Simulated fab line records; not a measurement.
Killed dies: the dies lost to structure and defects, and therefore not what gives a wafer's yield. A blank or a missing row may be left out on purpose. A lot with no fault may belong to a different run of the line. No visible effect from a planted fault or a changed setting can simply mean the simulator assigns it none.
Code-filled problem report in 8D (eight disciplines) form + flow berkeley cmos170 + the parts of the form that need people (team, actions taken, sign-off) are left out

## 1. WHAT IS WRONG
At UCB170_GATE_ETCH_15, oes product au averages 0.974 a.u. over 6 wafers from 2 lots, while fault-free wafers read 0.830 a.u., standard deviation 0.017. That is +8.5 standard deviations from the usual mean.
The step: etches poly-Si in HBr/Cl2, stops on SiO2, time 56.3 s, target depth 278.2 nm.
First observed at day 8 15:02: wafer L248.2, on rie si-01. The record has a number at this step for 18 wafers belonging to 6 lots. Rule for "out" (also "out of limits"): further than 4 standard deviations from the usual mean. Any other wafer with a number is counted as sound.

## 2. WHAT IT IS, AND WHAT IT ISN'T
| question                    | is                     | is not                                                                   |
|-----------------------------|------------------------|--------------------------------------------------------------------------|
| which readings at this step | oes product au         | drypump motor current A, throttle valve pct                              |
| which lots                  | L248, L250             | L240, L247, L253, L257                                                   |
| which wafers of those lots  | all that have a number | -                                                                        |
| read on which tools         | rie si-01              | rie si-02                                                                |
| when                        | from day 8 15:02       | up to then (6 sound wafers); but 6 sound wafers of L253, L257 came after |

## 3. WHAT RULES OUT EACH SUSPECT
Counting: a tool at any process step up to the reading remains a suspect when it ran all the lots that are out and ran no sound lot after the first of those.
- rie si-01 at UCB170_GATE_ETCH_15 (etches poly-Si in HBr/Cl2, stops on SiO2, time 56.3 s, target depth 278.2 nm): kept. It ran every lot that is out, first L248 (day 8 15:02), and no sound lot after that; its last sound lot up to then is L247 (day 8 08:09). Out on those wafers are its own readings of oes product au.
Remaining after the count: rie si-01 at UCB170_GATE_ETCH_15.

## 4. THE CAUSE (what the simulator had put in)
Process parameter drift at UCB170_GATE_ETCH_15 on rie si-01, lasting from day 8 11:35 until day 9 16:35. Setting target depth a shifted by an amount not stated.
The count eliminated every tool but this one.

## 5. THE EFFECT CHAIN, in route order
Rows list readings where the struck wafers' mean (over those with a number) sits beyond 3 standard deviations from the usual. Scope: only readings with a usual standard deviation given in the record; hours: median across lots of the time from each lot's start at the first step in this table that gives one to its start at this step; sigmas: change in usual standard deviations.
| hours | step                | reading        | usual      | on struck wafers | change | sigmas |
|-------|---------------------|----------------|------------|------------------|--------|--------|
| 0     | UCB170_GATE_ETCH_15 | oes product au | 0.830 a.u. | 0.974            | +0.144 | +8.5   |
Here are the process steps it includes:
- UCB170_GATE_ETCH_15: etches poly-Si in HBr/Cl2, stops on SiO2, time 56.3 s, target depth 278.2 nm.

## 6. WHAT WOULD HAVE CAUGHT IT SOONER
The fault began at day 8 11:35; the first out-of-limits reading in this record came at day 8 15:02, 3 hours later.
